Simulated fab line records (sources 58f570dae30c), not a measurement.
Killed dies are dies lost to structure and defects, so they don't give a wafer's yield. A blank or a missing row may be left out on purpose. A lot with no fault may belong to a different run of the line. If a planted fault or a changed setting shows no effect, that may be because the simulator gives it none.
Problem report in the 8D (eight disciplines) form, filled by code || flow berkeley_cmos170 || the parts of the form that need people (team, actions taken, sign-off) are left out

## 1. THE ISSUE
tilt_deg at UCB170_NVT_IMPLANT_07 reads a mean of 5.856 degrees on 6 wafers of 2 lots; wafers without a fault read 7.001 degrees with a standard deviation of 0.023. Relative to the usual mean, that is a shift of -50 standard deviations.
The first sign was on wafer L397.3 at day 8 19:47, on implanter-02. At this step, 42 wafers from 14 lots have a number in the record. By rule, "out" or "out of limits" means more than 4 standard deviations away from the usual mean. Any other wafer with a number is counted as sound.

## 2. WHAT IT IS, AND WHAT IT ISN'T
{"question": "which readings at this step", "is": "tilt_deg", "is not": "-"}
{"question": "which lots", "is": "L397, L401", "is not": "L386, L389, L390, L391, L392, L394, L395, L400, L404, L406, L408, L409"}
{"question": "which wafers of those lots", "is": "all that have a number", "is not": "-"}
{"question": "read on which tools", "is": "implanter-02", "is not": "implanter-03, implanter-04"}
{"question": "when", "is": "from day 8 19:47", "is not": "up to then (21 sound wafers); but 15 sound wafers of L400, L404, L406, L408, L409 came after"}

## 3. SUSPECTS, AND WHAT RULES EACH OUT
Counting: a tool at any process step up to the reading remains a suspect when it ran all the lots that are out and ran no sound lot after the first of those.
- implanter-02 at UCB170_NVT_IMPLANT_07: ruled out as a lasting fault. Following L397 (day 8 19:47), the first lot on it that is out, the sound lots L409 were run on it.
Left after counting: nothing in the record.

## 4. THE CAUSE (what the simulator had put in)
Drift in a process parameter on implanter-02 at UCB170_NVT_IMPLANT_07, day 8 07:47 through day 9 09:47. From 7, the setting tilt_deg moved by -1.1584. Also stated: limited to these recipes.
Counting ruled it out, wrongly.

## 5. THE EFFECT CHAIN, in route order
Rows list readings where the struck wafers' mean (over those with a number) sits beyond 3 standard deviations from the usual. Only readings for which the record gives a usual standard deviation are gone through. hours: the time from each lot's start at the first step in this table that gives one to its start at this step, as a median over the lots. sigmas: the change in usual standard deviations.
{"hours": 0, "step": "UCB170_NVT_IMPLANT_07", "reading": "tilt_deg", "usual": "7.001 degrees", "on struck wafers": 5.856, "change": -1.145, "sigmas": -50}
It contains these process steps:
- UCB170_NVT_IMPLANT_07
Later measuring or inspecting steps at which every struck wafer that the step has a row for has a number for every such reading, and none has moved that far: UCB170_NLDD_TW_MEAS_11.

## 6. WHAT WOULD HAVE CAUGHT IT SOONER
The fault began at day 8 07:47; the first out-of-limits reading in this record came at day 8 19:47, 12 hours later.
